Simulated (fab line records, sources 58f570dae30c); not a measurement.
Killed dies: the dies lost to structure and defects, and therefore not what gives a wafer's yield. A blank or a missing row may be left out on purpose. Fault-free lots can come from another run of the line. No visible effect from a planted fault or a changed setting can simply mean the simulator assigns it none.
Code-filled problem report in 8D (eight disciplines) form || flow berkeley cmos170 || the parts of the form that need people (team, actions taken, sign-off) are left out

1. WHAT WENT WRONG
Wafers without a fault read 29.996 mTorr, standard deviation 0.028; chamber pressure mTorr at UCB170_M3_ETCH_17 reads a mean of 35.974 mTorr on 6 wafers belonging to 2 lots. So: +99 or more standard deviations from the usual mean.
The step: etches BARC in N2/H2.
The first sign was on wafer L825.2 at day 10 11:28, on rie diel-03. Wafers with a number at this step in the record: 42, from 14 lots. By rule, "out" or "out of limits" means more than 4 standard deviations away from the usual mean. Any other wafer with a number is counted as sound.

2. WHAT IT IS, AND WHAT IT ISN'T
{"question": "which readings at this step", "is": "chamber pressure mTorr", "is not": "drypump motor current A, oes product au, throttle valve pct"}
{"question": "which lots", "is": "L825, L828", "is not": "L818, L820, L821, L827, L830, L832, L833, L837, L838, L839, L840, L841"}
{"question": "which wafers of those lots", "is": "all that have a number", "is not": "-"}
{"question": "read on which tools", "is": "rie diel-03", "is not": "rie diel-01, rie diel-02"}
{"question": "when", "is": "from day 10 11:28", "is not": "up to then (9 sound wafers); but 27 sound wafers of L827, L830, L832, L833, L837, L838, L839, L840, L841 came after"}

3. SUSPECTS, AND WHAT RULES EACH OUT
Counting: a tool stays on the suspect list if, at a process step up to the reading, it processed all lots that are out and no sound lot following the first of them.
- rie diel-03 at UCB170_M3_ETCH_17 (etches BARC in N2/H2): ruled out as a lasting fault. After its first lot that is out, L825 (day 10 11:28), sound lots L838, L841 ran on it.
Left after counting: nothing in the record.

4. THE CAUSE (what the simulator had put in)
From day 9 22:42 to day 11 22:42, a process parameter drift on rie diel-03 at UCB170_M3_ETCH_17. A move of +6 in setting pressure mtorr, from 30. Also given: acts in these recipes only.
Counting ruled it out, wrongly.

5. THE CHAIN OF EFFECTS, in route order
Each row: a reading where the mean over the struck wafers with a number is more than 3 standard deviations away from the usual. Readings are gone through only where the record gives a usual standard deviation; hours: the median, over the lots, of the time from a lot's start at the first step in this table giving one to that lot's start at this step; sigmas: the change measured in usual standard deviations.
{"hours": 0, "step": "UCB170_M3_ETCH_17", "reading": "chamber pressure mTorr", "usual": "29.996 mTorr", "on struck wafers": 35.974, "change": "+5.979", "sigmas": "+99 or more"}
The process steps in it:
- UCB170_M3_ETCH_17: etches BARC in N2/H2.

6. WHAT WOULD HAVE CAUGHT IT SOONER
First out-of-limits reading in this record: day 10 11:28, which is 13 hours after fault onset at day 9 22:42.
